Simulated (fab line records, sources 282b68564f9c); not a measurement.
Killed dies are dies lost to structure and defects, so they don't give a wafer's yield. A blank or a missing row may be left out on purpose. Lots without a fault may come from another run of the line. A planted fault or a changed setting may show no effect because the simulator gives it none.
Which tool did it? | flow rit_cmos | 14 lots, 42 wafers sampled, at 5 steps of a route of 202

WHAT THE GAUGES READ, wafer by wafer
RIT_PWELL_OVL_MEAS_06. Usual: PWELL_OVL -0.2 nm, standard deviation 1.4.
lot  | measured    | on         | PWELL_OVL (nm) | flag
L922 | day 2 02:02 | overlay-01 | 0.5 -0.8 -0.2  |
L923 | day 2 05:52 | overlay-02 | -2.5 0.2 -0.3  |
L925 | day 2 16:08 | overlay-01 | 0.8 0.9 2.2    |
L926 | day 2 20:28 | overlay-01 | -0.3 2.9 2.0   |
L928 | day 3 04:56 | overlay-02 | -1.3 -0.5 -1.1 |
L930 | day 3 17:12 | overlay-01 | -2.2 -0.9 0.2  |
L932 | day 4 02:37 | overlay-01 | 1.0 -0.5 -0.6  |
L933 | day 4 07:10 | overlay-01 | -0.8 -1.4 -1.0 |
L935 | day 4 15:30 | overlay-02 | -0.1 0.3 -0.5  |
L940 | day 5 17:45 | overlay-01 | 1.1 1.0 0.8    |
L941 | day 5 21:29 | overlay-02 | -0.9 -2.0 -0.9 |
L942 | day 6 01:57 | overlay-01 | -2.0 0.5 -0.7  |
L944 | day 6 13:26 | overlay-02 | 0.8 -0.9 -2.3  |
L945 | day 6 18:44 | overlay-01 | 0.5 1.4 2.1    |

RIT_GATE_THK_MEAS_07. Usual: GATE_OXIDE_THK 3.00 nm, standard deviation 0.062.
lot  | measured    | on            | GATE_OXIDE_THK (nm) | flag
L922 | day 2 14:43 | film_metro-01 | 2.95 2.91 2.92      |
L923 | day 2 18:18 | film_metro-03 | 3.02 2.96 3.00      |
L925 | day 3 03:43 | film_metro-04 | 3.06 3.01 3.08      |
L926 | day 3 09:18 | film_metro-04 | 3.14 3.00 3.09      |
L928 | day 3 20:12 | film_metro-04 | 2.94 2.99 2.98      |
L930 | day 4 07:41 | film_metro-04 | 3.06 3.01 3.03      |
L932 | day 4 15:05 | film_metro-04 | 3.00 2.97 3.03      |
L933 | day 4 21:08 | film_metro-01 | 3.14 3.10 3.09      |
L935 | day 5 03:46 | film_metro-01 | 3.04 3.04 3.03      |
L940 | day 6 07:58 | film_metro-03 | 2.50 2.61 2.52      | OFF
L941 | day 6 09:55 | film_metro-01 | 2.48 2.52 2.49      | OFF
L942 | day 6 14:51 | film_metro-03 | 2.99 2.95 2.96      |
L944 | day 7 03:50 | film_metro-03 | 2.96 2.95 2.96      |
L945 | day 7 06:35 | film_metro-04 | 3.06 2.99 2.97      |

RIT_NLDD_OVL_MEAS_06. Usual: NLDD_OVL 0.1 nm, standard deviation 1.3.
lot  | measured    | on         | NLDD_OVL (nm)  | flag
L922 | day 2 23:35 | overlay-01 | 1.8 1.8 2.1    |
L923 | day 3 03:25 | overlay-01 | 0.9 1.8 -0.4   |
L925 | day 3 12:07 | overlay-02 | -1.6 -2.5 -1.7 |
L926 | day 3 19:40 | overlay-02 | -1.4 -0.2 -1.8 |
L928 | day 4 03:29 | overlay-01 | -0.1 1.5 0.8   |
L930 | day 4 15:50 | overlay-02 | 1.7 3.0 0.8    |
L932 | day 5 00:51 | overlay-01 | -2.3 -1.4 -0.3 |
L933 | day 5 05:19 | overlay-01 | 2.0 0.8 1.2    |
L935 | day 5 12:32 | overlay-01 | -0.1 -0.3 1.2  |
L940 | day 6 15:31 | overlay-01 | -1.6 0.4 -1.0  |
L941 | day 6 17:47 | overlay-02 | 0.1 -3.7 -1.1  |
L942 | day 6 23:02 | overlay-01 | 1.4 0.1 -1.0   |
L944 | day 7 11:31 | overlay-02 | -1.5 -0.3 -1.3 |
L945 | day 7 13:50 | overlay-01 | 1.4 1.0 0.5    |

WHICH TOOL RAN EACH LOT (tool, then ch and the chambers of the sampled wafers, then the start)
lot  | RIT_ACTIVE_STRIP_14                 | RIT_GATE_OXIDATION_05
L922 | plasma_asher-03 ch 0,1, day 1 14:50 | furnace-03 ch 0, day 2 12:52
L923 | plasma_asher-02 ch 0,1, day 1 20:12 | furnace-01 ch 0, day 2 16:57
L925 | plasma_asher-03 ch 0,1, day 2 06:41 | furnace-04 ch 0, day 3 02:23
L926 | plasma_asher-03 ch 1, day 2 11:34   | furnace-04 ch 0, day 3 07:34
L928 | plasma_asher-04 ch 0,1, day 2 21:07 | furnace-01 ch 0, day 3 17:12
L930 | plasma_asher-03 ch 0,1, day 3 08:02 | furnace-04 ch 0, day 4 05:03
L932 | plasma_asher-02 ch 0,1, day 3 18:40 | furnace-01 ch 0, day 4 12:39
L933 | plasma_asher-02 ch 0, day 3 23:50   | furnace-03 ch 0, day 4 17:52
L935 | plasma_asher-03 ch 0,1, day 4 08:11 | furnace-04 ch 0, day 5 02:26
L940 | plasma_asher-04 ch 0, day 5 09:15   | furnace-01 ch 0, day 6 04:52
L941 | plasma_asher-04 ch 0,1, day 5 14:11 | furnace-01 ch 0, day 6 08:35
L942 | plasma_asher-02 ch 0,1, day 5 19:06 | furnace-03 ch 0, day 6 12:50
L944 | plasma_asher-04 ch 0,1, day 6 04:50 | furnace-04 ch 0, day 7 00:58
L945 | plasma_asher-03 ch 0,1, day 6 10:50 | furnace-03 ch 0, day 7 05:15
- RIT_ACTIVE_STRIP_14: strips in O2, time 180 s.
- RIT_GATE_OXIDATION_05: target thk 3 nm, ox time 270 s.

WHAT THE TOOLS THEMSELVES READ (means of the sampled wafers that have a number; where no wafer has one, the mark that the record gives instead)
RIT_ACTIVE_STRIP_14. Usual: drypump_motor_current_A 5.6 A, standard deviation 0.6.
lot  | tool            | drypump_motor_current_A (A) | flag
L922 | plasma_asher-03 | 5.1                         |
L923 | plasma_asher-02 | 5.5                         |
L925 | plasma_asher-03 | 5.2                         |
L926 | plasma_asher-03 | 5.1                         |
L928 | plasma_asher-04 | 6.5                         |
L930 | plasma_asher-03 | 5.1                         |
L932 | plasma_asher-02 | 5.5                         |
L933 | plasma_asher-02 | 5.6                         |
L935 | plasma_asher-03 | 5.1                         |
L940 | plasma_asher-04 | 5.8                         |
L941 | plasma_asher-04 | 6.5                         |
L942 | plasma_asher-02 | 5.5                         |
L944 | plasma_asher-04 | 6.5                         |
L945 | plasma_asher-03 | 5.1                         |

RIT_GATE_OXIDATION_05. Usual: spike_tc_centre_C 902.9 C, standard deviation 1.8; spike_tc_load_C 925.7 C, standard deviation 2.2; spike_tc_source_C 925.9 C, standard deviation 1.1; tube_center_temp_C 900.02 C, standard deviation 0.077; tube_center_temp_C_max 902.3, standard deviation 0.34.
lot  | tool       | spike_tc_centre_C (C) | spike_tc_load_C (C) | spike_tc_source_C (C) | tube_center_temp_C (C) | tube_center_temp_C_max | flag
L922 | furnace-03 | 903.6                 | 924.3               | 926.4                 | 900.00                 | 902.3                  |
L923 | furnace-01 | 903.5                 | 923.9               | 924.7                 | 900.01                 | 902.2                  |
L925 | furnace-04 | 901.1                 | 928.8               | 925.4                 | 900.01                 | 902.1                  |
L926 | furnace-04 | 901.1                 | 929.7               | 925.6                 | 899.98                 | 902.1                  |
L928 | furnace-01 | 904.8                 | 924.3               | 925.8                 | 900.06                 | 902.7                  |
L930 | furnace-04 | 900.8                 | 928.1               | 925.9                 | 899.98                 | 902.3                  |
L932 | furnace-01 | 905.3                 | 924.4               | 925.4                 | 900.06                 | 902.5                  |
L933 | furnace-03 | 904.6                 | 924.6               | 926.6                 | 900.03                 | 902.3                  |
L935 | furnace-04 | 901.0                 | 927.4               | 925.4                 | 900.06                 | 902.2                  |
L940 | furnace-01 | 891.3                 | 910.5               | 911.6                 | 886.03                 | 888.1                  | OFF
L941 | furnace-01 | 889.7                 | 909.3               | 910.7                 | 885.95                 | 888.2                  | OFF
L942 | furnace-03 | 903.0                 | 923.3               | 926.4                 | 899.99                 | 902.6                  |
L944 | furnace-04 | 901.4                 | 928.5               | 925.8                 | 900.01                 | 902.3                  |
L945 | furnace-03 | 903.4                 | 925.2               | 926.2                 | 900.12                 | 902.6                  |

THE ANSWER, worked out from the rows above alone
Rule: a lot is off if the mean of its wafers that have a number lies more than 3 standard deviations from the usual mean. A lot without any number at a reading at which 4 lots or more have one is off too. The other lots that the step has rows for count as sound. The gauges are gone through in route order, then the tools' own readings, and for those a lot's mean is taken as printed above. The first step at which some lot is off is used, and at that step the reading that is off furthest; a lot without a number counts as furthest.
Off: L940, L941, at RIT_GATE_THK_MEAS_07 (GATE_OXIDE_THK).
A tool fits if, at a process step before that reading, it ran every lot that is off, and no sound lot after the first of them. The gauges at RIT_GATE_THK_MEAS_07 aren't tried: what is off there is off at RIT_GATE_OXIDATION_05 too, on other tools, and a gauge's error can't cause that. One fits: furnace-01 at RIT_GATE_OXIDATION_05. Its last sound lot is L932 (day 4 12:39), its first lot that is off L940 (day 6 04:52): a fault that began between those two fits.
The tool's own readings at RIT_GATE_OXIDATION_05 bear it out: on the lots that are off they differ by more than 5 times the standard deviation of the sound lots' means. spike_tc_centre_C reads 890.5 C there against 902.8 C on the sound lots; spike_tc_load_C reads 909.9 C there against 926.0 C on the sound lots; spike_tc_source_C reads 911.2 C there against 925.8 C on the sound lots; tube_center_temp_C reads 885.99 C there against 900.03 C on the sound lots; tube_center_temp_C_max reads 888.2 there against 902.4 on the sound lots.

WHAT THE SIMULATOR HAD PUT IN
Process parameter drift: furnace-01, from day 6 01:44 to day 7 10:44, at RIT_GATE_OXIDATION_05. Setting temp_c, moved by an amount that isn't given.
Lots struck among those shown: L940, L941. The rule above found the same.
